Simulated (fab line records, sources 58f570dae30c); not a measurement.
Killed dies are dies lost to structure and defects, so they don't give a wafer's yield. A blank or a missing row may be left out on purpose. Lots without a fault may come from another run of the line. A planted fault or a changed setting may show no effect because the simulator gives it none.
Which tool did it? | flow berkeley_cmos170 | 12 lots, 36 wafers sampled, at 6 steps of a route of 331

WHAT THE GAUGES READ, wafer by wafer
UCB170_NWELL_OVL_MEAS_12. Usual: NWELL_OVL 3 nm, standard deviation 5.2.
lot  | measured    | on         | NWELL_OVL (nm) | flag
L130 | day 2 15:54 | overlay-02 | 6 0 4          |
L131 | day 2 21:18 | overlay-02 | -2 -4 -1       |
L140 | day 4 15:10 | overlay-02 | 4 4 2          |
L142 | day 5 00:31 | overlay-02 | -1 3 4         |
L144 | day 5 07:57 | overlay-01 | -2 3 0         |
L145 | day 5 14:43 | overlay-02 | 2 0 7          |
L146 | day 6 00:22 | overlay-02 | 2 3 -1         |
L148 | day 6 12:16 | overlay-02 | 5 0 2          |
L147 | day 6 12:31 | overlay-01 | 9 11 11        |
L149 | day 6 19:21 | overlay-02 | -7 -5 -5       |
L151 | day 7 00:49 | overlay-02 | -2 9 1         |
L152 | day 7 01:32 | overlay-01 | -3 -2 -4       |

UCB170_GATE_CD_MEAS_90: target cd 350 nm. Usual: cd_nm 350.0 nm, standard deviation 1.6.
lot  | measured     | on        | cd_nm (nm)        | flag
L130 | day 7 17:24  | cd_sem-01 | 349.7 350.3 350.9 |
L131 | day 7 17:10  | cd_sem-01 | 350.3 349.6 349.8 |
L140 | day 9 07:33  | cd_sem-02 | 349.3 350.3 349.8 |
L142 | day 9 07:17  | cd_sem-02 | 351.6 350.0 351.6 |
L144 | day 10 07:35 | cd_sem-01 | 351.3 352.1 351.5 |
L145 | day 10 07:50 | cd_sem-01 | 350.2 350.6 350.9 |
L146 | day 10 07:31 | cd_sem-01 | 350.2 349.1 351.2 |
L148 | day 11 08:41 | cd_sem-01 | 349.7 349.6 351.1 |
L147 | day 11 09:02 | cd_sem-01 | 347.6 348.2 345.4 |
L149 | day 11 13:13 | cd_sem-01 | 351.0 353.5 351.3 |
L151 | day 11 12:54 | cd_sem-02 | 349.2 350.9 350.4 |
L152 | day 11 08:47 | cd_sem-01 | 353.2 352.8 352.5 |

UCB170_NLDD_TW_MEAS_11. Usual: NLDD_TW 2237, standard deviation 23.
lot  | measured     | on            | NLDD_TW        | flag
L130 | day 7 22:39  | film_metro-01 | 2236 2236 2233 |
L131 | day 7 21:18  | film_metro-03 | 2208 2203 2204 |
L140 | day 9 12:56  | film_metro-03 | 2366 2366 2360 | OFF
L142 | day 9 12:23  | film_metro-01 | 2430 2405 2425 | OFF
L144 | day 10 12:37 | film_metro-04 | 2245 2246 2242 |
L145 | day 10 12:39 | film_metro-03 | 2173 2197 2193 |
L146 | day 10 12:01 | film_metro-01 | 2246 2238 2260 |
L148 | day 11 13:52 | film_metro-03 | 2198 2206 2204 |
L147 | day 11 14:56 | film_metro-04 | 2243 2267 2246 |
L149 | day 11 17:43 | film_metro-04 | 2239 2242 2243 |
L151 | day 11 17:29 | film_metro-01 | 2267 2260 2260 |
L152 | day 11 15:01 | film_metro-04 | 2254 2240 2244 |

UCB170_SDANNEAL_RS_MEAS_05: measures by four-point-probe. Usual: NLDD_RS 616.2 ohm/sq, standard deviation 1.6.
lot  | measured     | on            | NLDD_RS (ohm/sq)  | flag
L130 | day 8 08:40  | film_metro-03 | 617.4 616.7 616.9 |
L131 | day 8 08:23  | film_metro-04 | 612.9 613.1 613.2 |
L140 | day 9 23:55  | film_metro-01 | 508.5 506.5 506.5 | OFF
L142 | day 9 23:41  | film_metro-03 | 506.9 507.2 506.4 | OFF
L144 | day 10 23:53 | film_metro-04 | 617.0 618.5 616.5 |
L145 | day 10 23:29 | film_metro-03 | 617.5 617.4 617.4 |
L146 | day 10 23:19 | film_metro-01 | 613.6 614.7 613.9 |
L148 | day 12 00:54 | film_metro-04 | 612.6 616.3 614.6 |
L147 | day 12 01:33 | film_metro-03 | 615.4 615.1 616.1 |
L149 | day 12 08:41 | film_metro-01 | 616.9 615.9 616.2 |
L151 | day 12 07:55 | film_metro-01 | 616.4 617.8 617.9 |
L152 | day 12 01:50 | film_metro-04 | 617.6 618.6 617.9 |

WHICH TOOL RAN EACH LOT (tool, then ch and the chambers of the sampled wafers, then the start)
lot  | UCB170_NWELL_STRIP_15               | UCB170_NLDD_IMPLANT_08
L130 | plasma_asher-03 ch 0,1, day 2 16:11 | implanter-03 ch 0, day 7 22:16
L131 | plasma_asher-02 ch 0,1, day 2 21:35 | implanter-04 ch 0, day 7 20:54
L140 | plasma_asher-02 ch 0,1, day 4 15:28 | implanter-03 ch 0, day 9 12:34
L142 | plasma_asher-03 ch 0,1, day 5 00:49 | implanter-03 ch 0, day 9 11:59
L144 | plasma_asher-03 ch 0,1, day 5 08:14 | implanter-04 ch 0, day 10 12:09
L145 | plasma_asher-02 ch 0,1, day 5 15:03 | implanter-01 ch 0, day 10 12:15
L146 | plasma_asher-01 ch 0,1, day 6 00:40 | implanter-01 ch 0, day 10 11:39
L148 | plasma_asher-03 ch 0, day 6 12:32   | implanter-01 ch 0, day 11 13:29
L147 | plasma_asher-01 ch 1, day 6 12:47   | implanter-04 ch 0, day 11 14:32
L149 | plasma_asher-02 ch 0,1, day 6 19:40 | implanter-04 ch 0, day 11 17:21
L151 | plasma_asher-03 ch 0,1, day 7 01:06 | implanter-01 ch 0, day 11 17:05
L152 | plasma_asher-01 ch 0,1, day 7 01:49 | implanter-01 ch 0, day 11 14:37
- UCB170_NWELL_STRIP_15: strips in O2.
- UCB170_NLDD_IMPLANT_08

WHAT THE TOOLS THEMSELVES READ (means of the sampled wafers that have a number; where no wafer has one, the mark that the record gives instead)
UCB170_NWELL_STRIP_15. Usual: drypump_motor_current_A 5.9 A, standard deviation 0.65; oes_product_au 0.721 a.u., standard deviation 0.0044; strip_time_to_endpoint_s 18.02 s, standard deviation 0.11.
lot  | tool            | drypump_motor_current_A (A) | oes_product_au (a.u.) | strip_time_to_endpoint_s (s) | flag
L130 | plasma_asher-03 | 5.5                         | 0.723                 | 17.94                        |
L131 | plasma_asher-02 | 6.1                         | 0.726                 | 18.12                        |
L140 | plasma_asher-02 | 6.1                         | 0.719                 | 18.03                        |
L142 | plasma_asher-03 | 5.5                         | 0.722                 | 17.96                        |
L144 | plasma_asher-03 | 6.0                         | 0.724                 | 18.09                        |
L145 | plasma_asher-02 | 6.1                         | 0.722                 | 17.93                        |
L146 | plasma_asher-01 | 5.6                         | 0.719                 | 17.87                        |
L148 | plasma_asher-03 | 6.6                         | 0.721                 | 18.17                        |
L147 | plasma_asher-01 | 5.1                         | 0.718                 | 18.02                        |
L149 | plasma_asher-02 | 6.1                         | 0.725                 | 18.00                        |
L151 | plasma_asher-03 | 6.0                         | 0.720                 | 18.00                        |
L152 | plasma_asher-01 | 6.1                         | 0.719                 | 18.17                        |

UCB170_NLDD_IMPLANT_08. Usual: beam_on_s 10.00 s, standard deviation 0.21; dose_ions_cm2 5e+13, standard deviation 5.4e+10; faraday_current_uA 159, standard deviation 3.2.
lot  | tool         | beam_on_s (s) | dose_ions_cm2 | faraday_current_uA | flag
L130 | implanter-03 | 9.90          | 5e+13         | 160                |
L131 | implanter-04 | 9.98          | 5e+13         | 159                |
L140 | implanter-03 | 10.00         | 8e+13         | 262                | OFF
L142 | implanter-03 | 9.75          | 8e+13         | 269                | OFF
L144 | implanter-04 | 9.93          | 5e+13         | 160                |
L145 | implanter-01 | 10.05         | 5e+13         | 157                |
L146 | implanter-01 | 10.28         | 5e+13         | 154                |
L148 | implanter-01 | 9.93          | 5e+13         | 160                |
L147 | implanter-04 | 9.86          | 5e+13         | 160                |
L149 | implanter-04 | 9.93          | 5e+13         | 159                |
L151 | implanter-01 | 10.14         | 5e+13         | 156                |
L152 | implanter-01 | 9.76          | 5e+13         | 162                |

THE ANSWER, worked out from the rows above alone
Rule: a lot is off if the mean of its wafers that have a number lies more than 3 standard deviations from the usual mean. A lot without any number at a reading at which 4 lots or more have one is off too. The other lots that the step has rows for count as sound. The gauges are gone through in route order, then the tools' own readings, and for those a lot's mean is taken as printed above. The first step at which some lot is off is used, and at that step the reading that is off furthest; a lot without a number counts as furthest.
Off: L140, L142, at UCB170_NLDD_TW_MEAS_11 (NLDD_TW).
A tool fits if, at a process step before that reading, it ran every lot that is off, and no sound lot after the first of them. The gauges at UCB170_NLDD_TW_MEAS_11 aren't tried: what is off there is off at UCB170_NLDD_IMPLANT_08 too, on other tools, and a gauge's error can't cause that. One fits: implanter-03 at UCB170_NLDD_IMPLANT_08. Its last sound lot is L130 (day 7 22:16), its first lot that is off L142 (day 9 11:59): a fault that began between those two fits.
The tool's own readings at UCB170_NLDD_IMPLANT_08 bear it out: on the lots that are off they differ by more than 5 times the standard deviation of the sound lots' means. dose_ions_cm2 reads 8e+13 there against 5e+13 on the sound lots; faraday_current_uA reads 266 there against 159 on the sound lots.

WHAT THE SIMULATOR HAD PUT IN
Process parameter drift: implanter-03, from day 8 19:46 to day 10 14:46, at UCB170_NLDD_IMPLANT_08. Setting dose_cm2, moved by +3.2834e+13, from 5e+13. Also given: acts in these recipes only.
Lots struck among those shown: L140, L142. The rule above found the same.
